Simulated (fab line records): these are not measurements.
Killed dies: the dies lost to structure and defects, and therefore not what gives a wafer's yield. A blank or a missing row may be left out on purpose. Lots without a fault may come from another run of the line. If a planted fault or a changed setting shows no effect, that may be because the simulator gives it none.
Which tool was responsible?    flow rit-cmos    42 wafers from 14 lots sampled at 2 of the route's 202 steps

## WHAT THE GAUGES SHOWED, per wafer
RIT_GATE_THK_MEAS_09.
lot   measured     on             GATE_POLY_THK (nm)
L902  day 2 12:46  film-metro-02  252.1 250.8 251.2
L903  day 2 19:03  film-metro-04  253.5 254.6 253.2
L904  day 3 02:04  film-metro-03  257.0 256.0 255.9
L905  day 3 05:52  film-metro-03  250.3 251.9 253.1
L906  day 3 08:29  film-metro-02  128.0 128.3 127.4 127.9 128.4 127.3
L907  day 3 15:28  film-metro-03  125.4 127.5 123.1 125.3 127.5 123.1
L909  day 3 23:42  film-metro-03  133.3 133.7 134.2 133.2 133.7 134.1
L911  day 4 09:50  film-metro-02  128.6 130.6 128.8 128.7 130.6 128.7
L916  day 5 09:35  film-metro-04  252.2 250.3 250.4
L919  day 6 00:04  film-metro-03  252.1 253.5 251.7
L922  day 6 16:38  film-metro-02  252.9 251.6 252.0
L923  day 6 21:43  film-metro-02  255.1 254.8 255.1
L924  day 7 01:52  film-metro-02  257.5 256.8 257.2
L925  day 7 05:49  film-metro-04  253.1 253.0 249.4

## WHICH TOOL RAN EACH LOT (tool, then ch and the chambers of the sampled wafers, then the start)
lot   RIT_GATE_CVD_08
L902  lpcvd-01 ch 1, day 2 11:08
L903  lpcvd-02 ch 1, day 2 17:25
L904  lpcvd-02 ch 1, day 3 00:26
L905  lpcvd-01 ch 1, day 3 04:14
L906  lpcvd-02 ch 0, day 3 06:53
L907  lpcvd-02 ch 1, day 3 13:51
L909  lpcvd-02 ch 1, day 3 21:17
L911  lpcvd-02 ch 1, day 4 07:24
L916  lpcvd-01 ch 1, day 5 07:58
L919  lpcvd-01 ch 0, day 5 22:26
L922  lpcvd-01 ch 0, day 6 15:00
L923  lpcvd-01 ch 1, day 6 20:05
L924  lpcvd-02 ch 1, day 7 00:14
L925  lpcvd-01 ch 1, day 7 04:12
- RIT_GATE_CVD_08: deposits poly-Si from SiH4, target thk 250 nm, time 2220 s.

## WHAT THE TOOLS THEMSELVES READ (means of the sampled wafers that have a number; where no wafer has one, the mark that the record gives instead)
RIT_GATE_CVD_08.
lot   tool      sih4-flow-sccm (sccm)  spike-tc-centre-C (C)  spike-tc-source-C (C)
L902  lpcvd-01  100.02                 612.8                  630
L903  lpcvd-02  99.83                  612.7                  626
L904  lpcvd-02  100.55                 613.3                  626
L905  lpcvd-01  100.06                 612.0                  630
L906  lpcvd-02  49.91                  613.0                  624
L907  lpcvd-02  50.13                  613.4                  626
L909  lpcvd-02  49.70                  614.8                  625
L911  lpcvd-02  50.16                  614.4                  626
L916  lpcvd-01  99.81                  612.8                  630
L919  lpcvd-01  99.89                  612.0                  635
L922  lpcvd-01  99.87                  613.2                  635
L923  lpcvd-01  100.05                 612.6                  630
L924  lpcvd-02  99.70                  614.1                  627
L925  lpcvd-01  100.26                 612.2                  631

## THE ANSWER, worked out from the rows above alone
Rule: the lots themselves supply what counts as usual. Put in order of their means at a reading, lots are off if they are a third of the lots or fewer, leave a main group of 4 or more, and stand apart from it by a gap of 3 or more times the standard deviation of the main group's means; of several such gaps the widest counts. Not used: any main group whose means are identical at the precision the tables above print for the reading. Also off: a lot with no number at a reading for which 4 or more lots have one. All remaining lots with rows at the step are treated as sound. The gauges are gone through in route order, then the tools' own readings, and for those a lot's mean is taken as printed above. At the first step where some lot is off, the reading lying furthest off is the one used; lots without a number count as furthest.
Off: L906, L907, L909, L911, at RIT_GATE_THK_MEAS_09 (GATE_POLY_THK). The main group: mean 253.3 nm, standard deviation 2.1.
If a tool, at a process step before that reading, ran all the lots that are off and no sound lot after the first of them, it fits. The gauges at RIT_GATE_THK_MEAS_09 aren't tried: what is off there is off at RIT_GATE_CVD_08 too, on other tools, and a gauge's error can't cause that. None of those tried fits.

## WHAT HAD BEEN PUT IN BY THE SIMULATOR
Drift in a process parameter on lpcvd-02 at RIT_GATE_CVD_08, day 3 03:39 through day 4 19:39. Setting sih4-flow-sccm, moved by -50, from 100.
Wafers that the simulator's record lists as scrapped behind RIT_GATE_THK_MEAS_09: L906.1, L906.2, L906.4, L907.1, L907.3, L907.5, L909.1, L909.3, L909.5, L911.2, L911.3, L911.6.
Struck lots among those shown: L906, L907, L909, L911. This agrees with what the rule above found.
